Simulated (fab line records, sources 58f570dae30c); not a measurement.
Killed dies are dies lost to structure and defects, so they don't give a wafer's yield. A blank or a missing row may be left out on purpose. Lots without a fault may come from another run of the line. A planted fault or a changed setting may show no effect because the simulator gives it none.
Chamber matching | flow berkeley_cmos170 | UCB170_GATE_ETCH_14 on rie_diel-02: 4 sister chambers
The step etches BARC in N2/H2. 8 wafers are shown with their chamber, then 8 later ones without.

WAFERS WITH THEIR CHAMBER
wafer  | chamber | throttle_valve_pct (%) | oes_product_au (a.u.)
L277.5 | 2       | 13.09                  | 0.997
L284.5 | 1       | 13.22                  | 1.035
L282.3 | 0       | 13.48                  | 0.948
L282.5 | 3       | 13.48                  | 0.950
L293.3 | 2       | 13.09                  | 1.002
L293.4 | 3       | 13.47                  | 0.945
L293.5 | 1       | 13.20                  | 1.039
L296.2 | 0       | 13.49                  | 0.969

WAFERS WITHOUT THEIR CHAMBER
wafer  | throttle_valve_pct (%) | oes_product_au (a.u.)
L296.4 | 13.46                  | 0.964
L296.5 | 13.49                  | 0.962
L295.1 | 13.49                  | 0.961
L295.2 | 13.46                  | 0.958
L295.6 | 13.49                  | 0.963
L298.1 | 13.51                  | 0.959
L298.2 | 13.22                  | 1.036
L298.3 | 13.46                  | 0.961

WHICH CHAMBER EACH WENT THROUGH
wafer  | from the rows above     | in truth
L296.4 | can't be placed: 3 or 0 | 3
L296.5 | can't be placed: 0 or 3 | 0
L295.1 | can't be placed: 0 or 3 | 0
L295.2 | can't be placed: 3 or 0 | 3
L295.6 | can't be placed: 0 or 3 | 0
L298.1 | can't be placed: 0 or 3 | 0
L298.2 | 1                       | 1
L298.3 | can't be placed: 3 or 0 | 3
Placed correctly: 1 of 8. Can't be placed from these rows: 7 (the true chamber is among the candidates in 7). Placed wrongly: 0.
How it was worked out, from the rows above alone: a wafer's distance from a chamber is the root of the sum, over the readings, of the square of ((its reading less the chamber's mean) divided by the reading's scatter). The wafer belongs to the nearest chamber; if the next one is less than 2 further off, it can't be placed. A chamber's mean is the mean of its shown wafers. The scatter: the root of (the sum of the squares of (reading less its chamber's mean) over the shown wafers, divided by (wafers less chambers)).
